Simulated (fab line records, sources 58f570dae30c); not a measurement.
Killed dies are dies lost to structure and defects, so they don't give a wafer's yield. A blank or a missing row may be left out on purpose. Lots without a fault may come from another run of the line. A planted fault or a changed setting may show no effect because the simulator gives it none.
One fault seen from 2 desks | flow berkeley_cmos170 | each desk has only its own numbers; what lay behind them comes last

THE METROLOGY DESK
What the gauges read, lot by lot, whatever tool the lot ran on: means of the sampled wafers that have a number. A lot is out of limits, marked OUT, if its mean lies more than 4 standard deviations from the usual mean; the brackets give that distance.
Columns: A = cd_nm at UCB170_CONTACT_CD_MEAS_15, usual 699.7 nm; B = M3_BOW at UCB170_M3_BOW_MEAS_20, usual 36 um
lot  | first seen here | A     | B
L504 | day 8 11:25     | 700.7 | 40
L506 | day 9 00:23     | 700.2 | 35
L505 | day 9 00:35     | 700.1 | 37
L510 | day 9 01:19     | 701.0 | 37
L514 | day 10 09:41    | 698.8 | 34
L517 | day 10 20:28    | 699.7 | 32
L518 | day 10 23:40    | 700.0 | 29
L519 | day 11 14:07    | 700.1 | 37
L522 | day 12 00:12    | 699.8 | 30
L520 | day 12 00:27    | 701.6 | 37
L523 | day 12 21:38    | 699.7 | 33
L524 | day 13 06:18    | 699.7 | 35
L525 | day 13 10:02    | 699.4 | 34
L527 | day 13 19:35    | 699.1 | 36
This desk's finding: nothing out of limits on any of the 14 lots.

THE TOOL OWNER'S DESK: rie_diel-03
The tool's own readings at UCB170_M3_ETCH_17 (etches BARC in N2/H2): means of the sampled wafers that have a number, for each lot that ran on this tool. A lot is out of limits, marked OUT, if its mean lies more than 4 standard deviations from the usual mean; the brackets give that distance.
Columns: A = bias_w at UCB170_M3_ETCH_17, usual 100.1 W; B = drypump_motor_current_A at UCB170_M3_ETCH_17, usual 5.9 A; C = oes_product_au at UCB170_M3_ETCH_17, usual 1.007 a.u.; D = throttle_valve_pct at UCB170_M3_ETCH_17, usual 13.27 %
lot  | first seen here | A                | B   | C     | D
L504 | day 9 02:49     | 100.3            | 6.2 | 1.002 | 13.25
L505 | day 9 17:19     | 103.2 (+9.5) OUT | 5.9 | 1.025 | 13.20
L514 | day 11 04:44    | 103.2 (+9.5) OUT | 6.2 | 1.013 | 13.25
L524 | day 13 20:45    | 99.9             | 5.9 | 1.020 | 13.21
L525 | day 14 02:31    | 99.9             | 5.9 | 0.997 | 13.15
L527 | day 14 14:44    | 100.4            | 6.1 | 0.994 | 13.22
This desk's finding: out of limits on L505, L514; first on L505, day 9 17:19 (bias_w at UCB170_M3_ETCH_17). In limits: L504, L524, L525, L527.

PUT TOGETHER
The tool owner's desk could have raised an alarm at day 9 17:19, on L505, L514.
The metrology desk saw nothing out of limits.
The metrology desk has L505, L514 on record, within its limits.
Of the lots named, all ran UCB170_M3_ETCH_17 on rie_diel-03.

WHAT THE SIMULATOR HAD PUT IN
Process parameter drift: rie_diel-03, from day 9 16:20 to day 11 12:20, at UCB170_M3_ETCH_17. Setting bias_w, moved by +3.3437, from 100. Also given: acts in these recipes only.
Lots struck among those shown: L505, L514.
Hours from the fault's start to each desk's first reading out of limits: the tool owner's desk, 1.
